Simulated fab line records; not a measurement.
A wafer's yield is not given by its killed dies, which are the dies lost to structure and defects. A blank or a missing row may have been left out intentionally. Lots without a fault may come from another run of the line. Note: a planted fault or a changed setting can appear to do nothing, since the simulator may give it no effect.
fab line records	flow rit_cmos
record: lots: 6	wafers: 18	last_day: 7
route steps=202 shown PWELL@49 WELLDRIVE@50 NWELL@51 NRETRO@53 PRETRO@64 M1@202
lots with no fault: from the same line, run without faults
start_h: hours from the record's opening day to when the first of the lot's shown wafers began	wait_h: hours since the lot's step before	" repeats the value in the row above	L1.1+2: several wafers, shown together as one row	- no value present, or no start provided	* or withheld: withheld	< > ~ a bound
route shown NAME@n: NAME is a module with steps in the file, n the number in the route of the first one	usual: mean/standard deviation of fault-free wafers	same: alike in all rows	chamber/n: place in a boat	sites: the reading at each site	_std_site: standard deviation across them	_edge_site: inner sites' mean taken away from outer sites' mean	radius_mm: how far each site lies from the wafer's centre	mask NAME#n: copy n	behind: the last tool/chamber to shape the wafer	hold: the reason the lot was held/the length of the hold in hours/how it ended	device: transistor that didn't switch, given as n, p or np	end of line: the same wafers' tests at the end of the route	for a step that has no rows: nothing shown but its recipe	killed: dies that structure and defects cost at the first sort, which is not the same as the wafer's yield	map: a wafer's dies, x killed, . not, _ none there
set.NAME: the run value of the setting; set.NAME@STEP: its run value at that earlier step	model.NAME: the simulator's own value behind a step, which no gauge read
lots at some steps of the route; a table a step, a row a wafer
services: a tool's chamber out of use, with start hour (start_h, from the record's first day; less than 0 if before it), hours out, and reason
== steps ==
step: RIT_PWELL_TW_MEAS_10
usual: PWELL_TW: 948/8.5
lot.wafer	tool	chamber	start_h	wait_h	PWELL_TW
L259.3	film_metro-01	-	29.05	0.1	946
L259.5	"	-	"	"	942
L259.6	"	-	"	"	942
L261.1	film_metro-04	-	39.64	0.1	938
L261.2	"	-	"	"	941
L261.3	"	-	"	"	942
L266.2	film_metro-01	-	68.15	0.1	957
L266.3	"	-	"	"	949
L266.4	"	-	"	"	948
L275.2	film_metro-04	-	116.77	0.1	945
L275.4	"	-	"	"	947
L275.6	"	-	"	"	947
L279.1	film_metro-03	-	130.27	0.1	960
L279.3	"	-	"	"	962
L279.5	"	-	"	"	958
L281.2	film_metro-04	-	141.68	0.1	937
L281.3	"	-	"	"	940
L281.5	"	-	"	"	935
step: RIT_WELLDRIVE_ANNEAL_00
recipe: temp_c: 1100	time_s: 14700	ambient: N2
step: RIT_WELLDRIVE_RS_MEAS_01
recipe: thk_meas_gauge: four-point-probe
usual: NWELL_RS: 277.8/0.8
lot.wafer	tool	chamber	start_h	wait_h	NWELL_RS[ohm/sq]
L259.3	film_metro-01	-	35.42	0.0	279.3
L259.5	"	-	"	"	278.8
L259.6	"	-	"	"	278.9
L261.1	film_metro-03	-	45.68	0.0	277.7
L261.2	"	-	"	"	277.9
L261.3	"	-	"	"	277.6
L266.2	film_metro-01	-	73.93	0.0	278.3
L266.3	"	-	"	"	277.6
L266.4	"	-	"	"	278.2
L275.2	film_metro-01	-	122.24	0.0	279.0
L275.4	"	-	"	"	278.4
L275.6	"	-	"	"	278.5
L279.1	film_metro-04	-	136.27	0.0	277.2
L279.3	"	-	"	"	277.3
L279.5	"	-	"	"	277.5
L281.2	film_metro-03	-	146.83	0.0	277.8
L281.3	"	-	"	"	277.8
L281.5	"	-	"	"	277.0
step: RIT_WELLDRIVE_RS_MEAS_02
recipe: thk_meas_gauge: four-point-probe
usual: PWELL_RS: 429.7/1.5
lot.wafer	tool	chamber	start_h	wait_h	PWELL_RS[ohm/sq]
L259.3	film_metro-01	-	35.54	0.1	432.5
L259.5	"	-	"	"	431.4
L259.6	"	-	"	"	432.4
L261.1	film_metro-03	-	45.80	0.1	429.1
L261.2	"	-	"	"	429.4
L261.3	"	-	"	"	430.1
L266.2	film_metro-01	-	74.05	0.1	431.2
L266.3	"	-	"	"	430.3
L266.4	"	-	"	"	431.3
L275.2	film_metro-01	-	122.36	0.1	430.4
L275.4	"	-	"	"	431.4
L275.6	"	-	"	"	431.3
L279.1	film_metro-04	-	136.39	0.1	426.7
L279.3	"	-	"	"	426.9
L279.5	"	-	"	"	427.8
L281.2	film_metro-03	-	146.95	0.1	430.9
L281.3	"	-	"	"	431.0
L281.5	"	-	"	"	431.2
step: RIT_NRETRO_HMDS_00
recipe: prime_time_s: 60	prime_temp_c: 140
step: RIT_NRETRO_COAT_01
recipe: resist: NOVOLAK	spin_rpm: 2000	resist_thk_nm: 1300
step: RIT_NRETRO_SOFTBAKE_02
recipe: resist: NOVOLAK	temp_c: 90	time_s: 60
step: RIT_NRETRO_EXPOSE_03
recipe: mask_id: M4	na: 0.57	target_cd_nm: 43900	dose_mj: 250
step: RIT_NRETRO_PEB_04
recipe: resist: NOVOLAK	temp_c: withheld	time_s: withheld
step: RIT_NRETRO_DEVELOP_05
recipe: resist: NOVOLAK	develop_time_s: 68	dev_temp_c: 23
step: RIT_NRETRO_OVL_MEAS_06
usual: NRETRO_OVL: 0.2/1.2
lot.wafer	tool	chamber	start_h	wait_h	NRETRO_OVL[nm]
L259.3	overlay-02	-	36.64	-	3.3
L259.5	"	-	"	"	2.5
L259.6	"	-	"	"	3.0
L261.1	overlay-01	-	46.80	-	-1.4
L261.2	"	-	"	"	-0.7
L261.3	"	-	"	"	-0.3
L266.2	overlay-01	-	75.16	-	-2.6
L266.3	"	-	"	"	-2.1
L266.4	"	-	"	"	-0.8
L275.2	overlay-01	-	123.71	-	-0.3
L275.4	"	-	"	"	-2.2
L275.6	"	-	"	"	-0.7
L279.1	overlay-02	-	137.84	-	0.9
L279.3	"	-	"	"	2.6
L279.5	"	-	"	"	0.4
L281.2	overlay-02	-	148.06	-	0.5
L281.3	"	-	"	"	-0.4
L281.5	"	-	"	"	-0.6
step: RIT_NRETRO_HARDBAKE_07
recipe: resist: NOVOLAK	temp_c: 140	time_s: 120
step: RIT_NRETRO_IMPLANT_08
recipe: species: P	energy_kev: 70	dose_cm2: 1e+13	tilt_deg: 6.656
usual: beam_energy_keV: 70.004/0.021
lot.wafer	tool	chamber	start_h	wait_h	beam_energy_keV	model.implant.rp_nm	model.implant.drp_nm
L259.3	implanter-04	0	36.96	0.2	70.025	84.39	33.94
L259.5	"	0	"	"	70.032	84.39	33.94
L259.6	"	0	"	"	70.000	84.39	33.94
L261.1	implanter-01	0	47.09	0.2	70.030	84.01	33.94
L261.2	"	0	"	"	70.033	84.01	33.94
L261.3	"	0	"	"	70.000	84.01	33.94
L266.2	implanter-03	0	75.47	0.2	69.995	86.42	33.94
L266.3	"	0	"	"	69.992	86.42	33.94
L266.4	"	0	"	"	70.049	86.42	33.94
L275.2	implanter-01	0	124.02	0.2	63.498	74.05	31.21
L275.4	"	0	"	"	63.462	74.05	31.21
L275.6	"	0	"	"	63.454	74.05	31.21
L279.1	implanter-01	0	138.43	0.2	63.458	76.33	31.21
L279.3	"	0	"	"	63.492	76.33	31.21
L279.5	"	0	"	"	63.483	76.33	31.21
L281.2	implanter-04	0	148.37	0.2	69.993	82.85	33.94
L281.3	"	0	"	"	69.993	82.85	33.94
L281.5	"	0	"	"	69.966	82.85	33.94
step: RIT_NRETRO_STRIP_09
recipe: chemistry: O2	time_s: 180	resist: NOVOLAK	platen_temp_c: withheld	power_w: 500	pressure_mtorr: 4000	o2_flow_sccm: 4000
usual: drypump_motor_current_A: 6.1/0.54
same: time_s: 180
lot.wafer	tool	chamber	start_h	wait_h	drypump_motor_current_A	rf_hours_counter_h
L259.3	plasma_asher-02	1	37.12	0.1	6.3	-
L259.5	"	0	"	"	6.6	-
L259.6	"	1	"	"	6.3	-
L261.1	plasma_asher-02	1	47.24	0.1	6.3	41
L261.2	"	0	"	"	6.6	41
L261.3	"	1	"	"	6.3	-
L266.2	plasma_asher-02	0	75.59	0.1	6.6	45
L266.3	"	0	"	"	6.6	-
L266.4	"	1	"	"	6.3	-
L275.2	plasma_asher-04	0	124.14	0.1	5.3	44
L275.4	"	1	"	"	5.2	-
L275.6	"	1	"	"	5.2	-
L279.1	plasma_asher-04	1	138.58	0.1	5.2	46
L279.3	"	0	"	"	5.3	-
L279.5	"	0	"	"	5.3	-
L281.2	plasma_asher-03	1	148.49	0.1	6.4	32
L281.3	"	1	"	"	6.4	-
L281.5	"	1	"	"	6.4	-
step: RIT_NRETRO_TW_MEAS_10
usual: NRETRO_TW: 1046/5.6
lot.wafer	tool	chamber	start_h	wait_h	NRETRO_TW
L259.3	film_metro-04	-	37.26	0.1	1047
L259.5	"	-	"	"	1047
L259.6	"	-	"	"	1044
L261.1	film_metro-04	-	47.41	0.1	1041
L261.2	"	-	"	"	1044
L261.3	"	-	"	"	1045
L266.2	film_metro-01	-	75.78	0.1	1047
L266.3	"	-	"	"	1050
L266.4	"	-	"	"	1054
L275.2	film_metro-01	-	124.33	0.1	1023
L275.4	"	-	"	"	1016
L275.6	"	-	"	"	1018
L279.1	film_metro-02	-	138.76	0.1	1024
L279.3	"	-	"	"	1027
L279.5	"	-	"	"	1027
L281.2	film_metro-01	-	148.68	0.1	1037
L281.3	"	-	"	"	1036
L281.5	"	-	"	"	1042
step: RIT_PRETRO_HMDS_00
recipe: prime_time_s: 60	prime_temp_c: 140
step: RIT_M1_PROBE_99
usual: killed_at_front_end: 6.6/2.9	killed_dies: 6.7/3	killed_open: 3.5/2.1	killed_short: 3.2/1.8
same: gross_dies: 264	killed_at_M0_to_M3: 0	killed_at_M4_up: 0	killed_at_back_side: 0	killed_at_contacts: 0	killed_at_other: 0
lot.wafer	tool	chamber	start_h	wait_h	killed_at_front_end	killed_dies	killed_open	killed_short	model.etest.cap_p_gate.c_min_ff_um2
L259.3	prober-01	-	66.99	0.2	12	12	3	9	2.327
L259.5	prober-01	-	67.09	0.2	4	4	1	3	2.326
L259.6	prober-01	-	67.14	0.2	3	3	2	1	2.328
L261.1	prober-01	-	74.73	0.1	3	3	1	2	2.339
L261.2	prober-01	-	74.78	0.1	7	7	4	3	2.326
L261.3	prober-01	-	74.83	0.2	4	4	2	2	2.332
L266.2	prober-02	-	106.69	0.1	6	6	4	2	2.338
L266.3	prober-02	-	106.74	0.2	10	10	8	2	2.333
L266.4	prober-02	-	106.79	0.2	13	13	9	4	2.321
L275.2	prober-01	-	155.82	0.1	8	8	4	4	2.341
L275.4	prober-01	-	155.92	0.2	6	6	4	2	2.34
L275.6	prober-01	-	156.02	0.2	6	6	5	1	2.344
L279.1	prober-01	-	174.16	0.1	7	7	4	3	2.329
L279.3	prober-01	-	174.26	0.2	5	5	1	4	2.325
L279.5	prober-01	-	174.36	0.2	4	4	4	0	2.339
L281.2	prober-02	-	177.67	0.1	5	5	2	3	2.318
L281.3	prober-02	-	177.72	0.2	5	5	0	5	2.308
L281.5	prober-02	-	177.82	0.2	9	9	6	3	2.319
killed by level:class
L259.3 GATE:geometric_particle:short=5 GATE:geometric_particle:open=3 SILICIDE:geometric_particle:short=3 SPACER:geometric_particle:short=1
L259.5 REOX:geometric_particle:short=2 GATE:geometric_particle:short=1 SPACER:geometric_particle:open=1
L259.6 FOX1:geometric_particle:open=1 GATE:geometric_particle:open=1 SILICIDE:geometric_particle:short=1
L261.1 GATE:geometric_particle:short=1 GATE:geometric_particle:open=1 SILICIDE:geometric_particle:short=1
L261.2 SILICIDE:geometric_particle:open=3 SILICIDE:geometric_particle:short=2 GATE:geometric_particle:open=1 SPACER:geometric_particle:short=1
L261.3 FOX1:geometric_particle:short=1 FOX1:geometric_particle:open=1 SILICIDE:geometric_particle:short=1 SILICIDE:geometric_particle:open=1
L266.2 GATE:geometric_particle:open=2 FOX2:geometric_particle:short=1 GATE:geometric_particle:short=1 REOX:geometric_particle:open=1 SPACER:geometric_particle:open=1
L266.3 GATE:geometric_particle:open=4 GATE:geometric_particle:short=2 FOX1:geometric_particle:open=1 REOX:geometric_particle:open=1 SPACER:geometric_particle:open=1 SILICIDE:geometric_particle:open=1
L266.4 REOX:geometric_particle:open=4 FOX1:geometric_particle:open=2 FOX1:geometric_particle:short=1 GATE:geometric_particle:open=1 GATE:geometric_particle:short=1 REOX:geometric_particle:short=1 SPACER:geometric_particle:short=1 SPACER:geometric_particle:open=1
L275.2 GATE:geometric_particle:short=4 GATE:geometric_particle:open=4
L275.4 GATE:geometric_particle:open=3 FOX1:geometric_particle:open=1 FOX2:geometric_particle:short=1 GATE:geometric_particle:short=1
L275.6 SPACER:geometric_particle:open=4 GATE:geometric_particle:open=1 GATE:geometric_particle:short=1
L279.1 GATE:geometric_particle:open=4 GATE:geometric_particle:short=3
L279.3 FOX2:geometric_particle:short=1 GATE:geometric_particle:short=1 SPACER:geometric_particle:short=1 SPACER:geometric_particle:open=1 SILICIDE:geometric_particle:short=1
L279.5 FOX2:geometric_particle:open=1 GATE:geometric_particle:open=1 SPACER:geometric_particle:open=1 SILICIDE:geometric_particle:open=1
L281.2 FOX1:geometric_particle:short=1 FOX2:geometric_particle:open=1 GATE:geometric_particle:short=1 GATE:geometric_particle:open=1 SPACER:geometric_particle:short=1
L281.3 GATE:geometric_particle:short=4 FOX2:geometric_particle:short=1
L281.5 GATE:geometric_particle:short=3 GATE:geometric_particle:open=2 FOX1:geometric_particle:open=1 FOX2:geometric_particle:open=1 SPACER:geometric_particle:open=1 SILICIDE:geometric_particle:open=1
== services ==
tool	chamber	start_h	hours	kind
implanter-03	-	24.10	7.5	repair
plasma_asher-02	-	39.68	0.8	repair
plasma_asher-03	-	42.53	45.4	repair
implanter-03	-	45.38	2.2	pm
implanter-04	-	64.56	4.2	pm
plasma_asher-02	-	111.76	0.5	repair
implanter-01	-	114.23	5.9	pm
implanter-04	-	126.57	2.0	repair
plasma_asher-02	-	127.91	2.8	pm
implanter-03	-	147.97	4.3	pm
== key ==
first_sign: step: RIT_NRETRO_IMPLANT_08	reading: beam_energy_keV	direction: down	sigmas: 99+	usual: 70.004	struck: 63.474
effect: step: RIT_NRETRO_TW_MEAS_10	reading: NRETRO_TW	direction: down	sigmas: 4.2	usual: 1046	struck: 1023
model_effect: step: RIT_NRETRO_IMPLANT_08	value: implant.rp_nm	without: 83.14	struck: 75.19
model_effect: step: RIT_M1_PROBE_99	value: etest.cap_p_gate.c_min_ff_um2	without: 2.317	struck: 2.336
met_at RIT_NRETRO_IMPLANT_08
struck_wafers L275.2,L275.4,L275.6,L279.1,L279.3,L279.5
tester_left_out L275,L279
onset_between 47.09 124.02
fault: kind: process_parameter_drift	tool: implanter-01	chamber: -	onset_h: 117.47	steps: RIT_NRETRO_IMPLANT_08	channel: energy_kev	offset: -6.5217	shape: step	end_h: 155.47	acts_in: these_recipes_only	stated: 70
tester_left_out: of these lots the tester's yield and bins aren't shown, on N5 and GAA mostly nor the transistor test; their killed dies are dies lost to structure and defects alone, not to doping, threshold or leakage, so they don't give the yield
